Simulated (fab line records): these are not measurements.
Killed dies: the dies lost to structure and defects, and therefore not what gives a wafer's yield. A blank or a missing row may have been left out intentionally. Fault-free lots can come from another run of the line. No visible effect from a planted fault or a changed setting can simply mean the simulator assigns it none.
Commonality check across tools | flow rit-cmos | 14 lots and 42 wafers in the sample

## REASON FOR OPENING
Of 14 lots, 2 have the reading NWELL_TW flagged at RIT_NWELL_TW_MEAS_10. No-fault wafers: 2155, standard deviation 16.
Rule: a lot gets a flag if all its wafers with a number sit over 4 standard deviations from that mean, or if no wafer of it has a number. The rest of the lots are taken to be sound.

lot  | measured    | on            | NWELL_TW, wafer by wafer | flag
L178 | day 2 02:01 | film-metro-04 | 2163 2155 2160           |
L180 | day 2 14:23 | film-metro-01 | 2130 2129 2123           |
L181 | day 2 17:55 | film-metro-03 | 2150 2142 2155           |
L183 | day 3 01:54 | film-metro-04 | 2164 2157 2153           |
L184 | day 3 07:42 | film-metro-04 | 2160 2146 2160           |
L185 | day 4 05:29 | film-metro-04 | 2149 2146 2156           |
L186 | day 4 05:40 | film-metro-03 | 2168 2173 2187           |
L188 | day 4 10:40 | film-metro-04 | 2144 2156 2161           |
L187 | day 4 10:47 | film-metro-03 | 2175 2179 2176           |
L189 | day 4 10:54 | film-metro-04 | 2150 2151 2161           |
L190 | day 4 23:40 | film-metro-04 | 2159 2156 2146           |
L191 | day 4 23:56 | film-metro-01 | 2116 2109 2123           |
L199 | day 6 09:36 | film-metro-03 | 2233 2230 2230           | FLAGGED
L200 | day 6 13:02 | film-metro-04 | 2234 2240 2221           | FLAGGED
The mean of the flagged lots' numbers is 2231, +76 from the usual (+5 standard deviations).

## WHICH TOOL RAN EACH LOT
The record keeps 1 process step preceding the reading, out of 202 steps on the route. Cell contents, in order: the tool; ch with the chambers the sampled wafers went through; the start.
lot  | flag    | RIT_NWELL_IMPLANT_08
L178 |         | implanter-02 ch 0, day 2 01:42
L180 |         | implanter-02 ch 0, day 2 14:07
L181 |         | implanter-04 ch 0, day 2 17:35
L183 |         | implanter-04 ch 0, day 3 01:37
L184 |         | implanter-02 ch 0, day 3 07:25
L185 |         | implanter-02 ch 0, day 4 05:10
L186 |         | implanter-04 ch 0, day 4 05:21
L188 |         | implanter-04 ch 0, day 4 10:23
L187 |         | implanter-01 ch 0, day 4 10:28
L189 |         | implanter-04 ch 0, day 4 10:35
L190 |         | implanter-01 ch 0, day 4 23:20
L191 |         | implanter-04 ch 0, day 4 23:37
L199 | FLAGGED | implanter-02 ch 0, day 6 09:16
L200 | FLAGGED | implanter-02 ch 0, day 6 12:44
What is done by these steps:
- RIT_NWELL_IMPLANT_08
- RIT_NWELL_TW_MEAS_10

## FLAGGED OVER TOTAL, TOOL BY TOOL (the gauges that took the reading come last)
step                 | tool          | lots run | flagged | share of the flagged lots | sound lots run after its first flagged lot
RIT_NWELL_IMPLANT_08 | implanter-01  | 2        | 0       | none                      | -
RIT_NWELL_IMPLANT_08 | implanter-02  | 6        | 2       | all                       | 0
RIT_NWELL_IMPLANT_08 | implanter-04  | 6        | 0       | none                      | -
RIT_NWELL_TW_MEAS_10 | film-metro-01 | 2        | 0       | none                      | -
RIT_NWELL_TW_MEAS_10 | film-metro-03 | 4        | 1       | some                      | 0
RIT_NWELL_TW_MEAS_10 | film-metro-04 | 8        | 1       | some                      | 0

## THE TABLE: WHAT IT ALLOWS
1 row of the table ran every flagged lot: implanter-02 at RIT_NWELL_IMPLANT_08.
- implanter-02 at RIT_NWELL_IMPLANT_08: 2 of its 6 lots flagged. A fault beginning between L185 (day 4 05:10), its last sound lot, and L199 (day 6 09:16), its first flagged one, fits the data. Its own readings (beam-on-s, end-station-pressure-torr) fall more than 4 standard deviations out on all wafers of the flagged lots.
What remains is a single tool, implanter-02 at RIT_NWELL_IMPLANT_08.

## WHAT WAS PUT IN BY THE SIMULATOR
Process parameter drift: implanter-02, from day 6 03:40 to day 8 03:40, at RIT_NWELL_IMPLANT_08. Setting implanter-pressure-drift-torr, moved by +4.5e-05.
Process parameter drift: implanter-02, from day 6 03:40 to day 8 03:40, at RIT_NWELL_IMPLANT_08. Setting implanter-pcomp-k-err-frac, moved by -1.
Struck lots among those shown: L199, L200. The rule given above showed the same thing.
